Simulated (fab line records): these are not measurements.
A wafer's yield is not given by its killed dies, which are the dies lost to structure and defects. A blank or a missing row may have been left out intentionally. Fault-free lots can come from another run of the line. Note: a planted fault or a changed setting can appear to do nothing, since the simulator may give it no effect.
Which tool was responsible?    flow berkeleyCmos170    7 lots, 21 wafers sampled, at 2 steps of a route of 331

## WHAT EACH GAUGE READ, for each wafer
UCB170_PSD_CD_MEAS_06: the cd target is 1200 nm.
lot   measured      on        cdNm (nm)
L246  day 8 12:33   cdSem-01  1200.4 1199.7 1200.3
L247  day 9 06:11   cdSem-01  1199.1 1199.7 1199.4
L248  day 9 06:37   cdSem-01  1200.6 1201.5 1201.0
L253  day 10 04:34  cdSem-02  1201.4 1199.7 1200.0
L259  day 11 15:19  cdSem-01  - - -
L261  day 11 22:49  cdSem-02  1201.0 1201.7 1201.7
L266  day 13 07:29  cdSem-01  1200.0 1199.7 1197.9

## WHAT TOOL EACH LOT RAN ON (gives the tool, then ch and the chambers of the sampled wafers, and finally the start)
lot   UCB170_PSD_COAT_01
L246  lithoTrack-02 ch 0, day 8 11:24
L247  lithoTrack-04 ch 0, day 9 05:22
L248  lithoTrack-03 ch 0, day 9 05:27
L253  lithoTrack-04 ch 0, day 10 03:45
L259  lithoTrack-04, day 11 13:56
L261  lithoTrack-03 ch 0, day 11 22:00
L266  lithoTrack-04 ch 0, day 13 06:40
- UCB170_PSD_COAT_01: resist thk 900 nm.

## THE ANSWER, worked out from the rows above alone
Rule: what is usual is taken from the lots themselves. Put in order of their means at a reading, lots are off if they are a third of the lots or fewer, leave a main group of 4 or more, and stand apart from it by a gap of 3 or more times the standard deviation of the main group's means; of several such gaps the widest counts. A main group whose means are all the same, to the digits that the tables above print for the reading, isn't used. Also off: a lot with no number at a reading for which 4 or more lots have one. Where the step has rows for the other lots, those lots are counted as sound.
Off, at UCB170_PSD_CD_MEAS_06 on cdNm: L259. Without a number there: L259. The main group has a mean of 1200.3 nm with a standard deviation of 0.81.
If a tool, at a process step before that reading, ran all the lots that are off and no sound lot after the first of them, it fits. Those tools and the gauges at UCB170_PSD_CD_MEAS_06 are tried in the same way. None of those tried fits.

## WHAT THE SIMULATOR PUT IN
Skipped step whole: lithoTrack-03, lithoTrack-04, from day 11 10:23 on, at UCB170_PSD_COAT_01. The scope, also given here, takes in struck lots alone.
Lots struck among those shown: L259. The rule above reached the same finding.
